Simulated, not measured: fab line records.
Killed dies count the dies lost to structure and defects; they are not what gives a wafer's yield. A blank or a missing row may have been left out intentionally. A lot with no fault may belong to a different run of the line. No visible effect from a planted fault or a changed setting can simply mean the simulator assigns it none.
Chamber matching :: flow berkeley_cmos170 :: rie_diel-04 running UCB170_GATE_ETCH_14: 4 sister chambers
The step etches BARC in N2/H2. 14 wafers are shown with their chamber, then 7 later ones without.

EACH WAFER AND ITS CHAMBER
wafer: L245.2
chamber: 3
throttle_valve_pct (%): 13.60
drypump_motor_current_A (A): 5.7
oes_product_au (a.u.): 0.977

wafer: L245.3
chamber: 1
throttle_valve_pct (%): 13.15
drypump_motor_current_A (A): 5.5
oes_product_au (a.u.): 0.969

wafer: L245.6
chamber: 0
throttle_valve_pct (%): 13.04
drypump_motor_current_A (A): 5.3
oes_product_au (a.u.): 1.051

wafer: L248.1
chamber: 0
throttle_valve_pct (%): 13.05
drypump_motor_current_A (A): 5.3
oes_product_au (a.u.): 1.031

wafer: L248.2
chamber: 1
throttle_valve_pct (%): 13.15
drypump_motor_current_A (A): 5.5
oes_product_au (a.u.): 0.959

wafer: L248.5
chamber: 3
throttle_valve_pct (%): 13.58
drypump_motor_current_A (A): 5.7
oes_product_au (a.u.): 0.978

wafer: L250.2
chamber: 0
throttle_valve_pct (%): 13.05
drypump_motor_current_A (A): 5.2
oes_product_au (a.u.): 1.033

wafer: L250.3
chamber: 3
throttle_valve_pct (%): 13.58
drypump_motor_current_A (A): 5.7
oes_product_au (a.u.): 0.972

wafer: L250.6
chamber: 1
throttle_valve_pct (%): 13.15
drypump_motor_current_A (A): 5.5
oes_product_au (a.u.): 0.966

wafer: L253.3
chamber: 0
throttle_valve_pct (%): 13.06
drypump_motor_current_A (A): 5.3
oes_product_au (a.u.): 1.025

wafer: L253.5
chamber: 3
throttle_valve_pct (%): 13.59
drypump_motor_current_A (A): 5.7
oes_product_au (a.u.): 0.968

wafer: L253.6
chamber: 2
throttle_valve_pct (%): 12.95
drypump_motor_current_A (A): 6.1
oes_product_au (a.u.): 0.983

wafer: L256.1
chamber: 1
throttle_valve_pct (%): 13.15
drypump_motor_current_A (A): 5.5
oes_product_au (a.u.): 0.969

wafer: L256.3
chamber: 0
throttle_valve_pct (%): 13.05
drypump_motor_current_A (A): 5.3
oes_product_au (a.u.): 1.027

SIGNATURES (means of the wafers above)
reading: throttle_valve_pct
chamber 0: 13.0500
chamber 1: 13.1500
chamber 2: 12.9500
chamber 3: 13.5875
scatter within a chamber: 0.00689

reading: drypump_motor_current_A
chamber 0: 5.280
chamber 1: 5.500
chamber 2: 6.100
chamber 3: 5.700
scatter within a chamber: 0.0283

reading: oes_product_au
chamber 0: 1.03340
chamber 1: 0.96575
chamber 2: 0.98300
chamber 3: 0.97375
scatter within a chamber: 0.00747
Rule: distance of a wafer from a chamber = root of the sum over the readings of ((wafer's reading minus chamber's mean) / reading's scatter) squared. If the next closest chamber is less than 2 further off than the closest, the wafer can't be placed; otherwise it belongs to the closest. The scatter is the square root of a quotient: the sum, over the shown wafers, of each reading's squared deviation from its chamber's mean, divided by wafers minus chambers.

WAFERS WHOSE CHAMBER IS MISSING
wafer: L256.4
throttle_valve_pct (%): 13.59
drypump_motor_current_A (A): 5.7
oes_product_au (a.u.): 0.986

wafer: L262.1
throttle_valve_pct (%): 13.60
drypump_motor_current_A (A): 5.7
oes_product_au (a.u.): 0.986

wafer: L262.2
throttle_valve_pct (%): 13.13
drypump_motor_current_A (A): 5.5
oes_product_au (a.u.): 0.971

wafer: L262.5
throttle_valve_pct (%): 13.06
drypump_motor_current_A (A): 5.3
oes_product_au (a.u.): 1.022

wafer: L266.1
throttle_valve_pct (%): 12.93
drypump_motor_current_A (A): 6.0
oes_product_au (a.u.): 0.988

wafer: L266.3
throttle_valve_pct (%): 13.03
drypump_motor_current_A (A): 5.3
oes_product_au (a.u.): 1.016

wafer: L266.5
throttle_valve_pct (%): 12.92
drypump_motor_current_A (A): 6.0
oes_product_au (a.u.): 0.994

WHICH CHAMBER EACH ONE RAN IN
wafer: L256.4
from the rows above: 3
in truth: 3

wafer: L262.1
from the rows above: 3
in truth: 3

wafer: L262.2
from the rows above: 1
in truth: 1

wafer: L262.5
from the rows above: 0
in truth: 0

wafer: L266.1
from the rows above: 2
in truth: 2

wafer: L266.3
from the rows above: 0
in truth: 0

wafer: L266.5
from the rows above: 2
in truth: 2
Placed correctly: 7 of 7. From these rows, 0 cannot be placed. Wrongly placed: 0.
